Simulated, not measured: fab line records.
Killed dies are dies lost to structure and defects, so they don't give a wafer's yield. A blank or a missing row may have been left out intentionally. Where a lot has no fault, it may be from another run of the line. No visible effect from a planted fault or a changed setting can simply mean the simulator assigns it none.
Which tool is to blame?    flow rit cmos    6 lots with 18 wafers sampled at 2 steps, on a route of 202 steps

## WHAT EACH GAUGE READ, for each wafer
RIT_NWELL_TW_MEAS_10.
lot   measured     on             NWELL_TW
L735  day 2 03:37  film metro-02  2145 2147 2153
L737  day 2 15:07  film metro-04  2142 2140 2135
L739  day 3 01:22  film metro-02  2672 2681 2692 2693 2674 2684
L744  day 4 00:39  film metro-01  2601 2608 2631 2594 2617 2620
L748  day 4 20:21  film metro-04  2140 2143 2134
L753  day 5 20:35  film metro-01  2100 2107 2091

## WHICH TOOL RAN EACH LOT (tool, then ch and the chambers of the sampled wafers, then the start)
lot   RIT_NWELL_IMPLANT_08
L735  implanter-04 ch 0, day 2 03:19
L737  implanter-02 ch 0, day 2 14:49
L739  implanter-04 ch 0, day 3 00:44
L744  implanter-02 ch 0, day 4 00:01
L748  implanter-04 ch 0, day 4 20:04
L753  implanter-02 ch 0, day 5 20:17
- RIT_NWELL_IMPLANT_08

## THE ANSWER, worked out from the rows above alone
Rule: the lots themselves supply what counts as usual. Put in order of their means at a reading, lots are off if they are a third of the lots or fewer, leave a main group of 4 or more, and stand apart from it by a gap of 3 or more times the standard deviation of the main group's means; of several such gaps the widest counts. If all means in a main group match to the digits the tables above print for the reading, that group is not used. A lot without any number at a reading at which 4 lots or more have one is off too. The other lots that the step has rows for count as sound.
Off: at RIT_NWELL_TW_MEAS_10 (NWELL_TW), L739, L744. Mean 2131 and standard deviation 19 in the main group.
A tool fits if, at a process step before that reading, it ran every lot that is off, and no sound lot after the first of them. Those tools and the gauges at RIT_NWELL_TW_MEAS_10 are tried in the same way. None of those tried fits.

## WHAT THE SIMULATOR HAD PUT IN
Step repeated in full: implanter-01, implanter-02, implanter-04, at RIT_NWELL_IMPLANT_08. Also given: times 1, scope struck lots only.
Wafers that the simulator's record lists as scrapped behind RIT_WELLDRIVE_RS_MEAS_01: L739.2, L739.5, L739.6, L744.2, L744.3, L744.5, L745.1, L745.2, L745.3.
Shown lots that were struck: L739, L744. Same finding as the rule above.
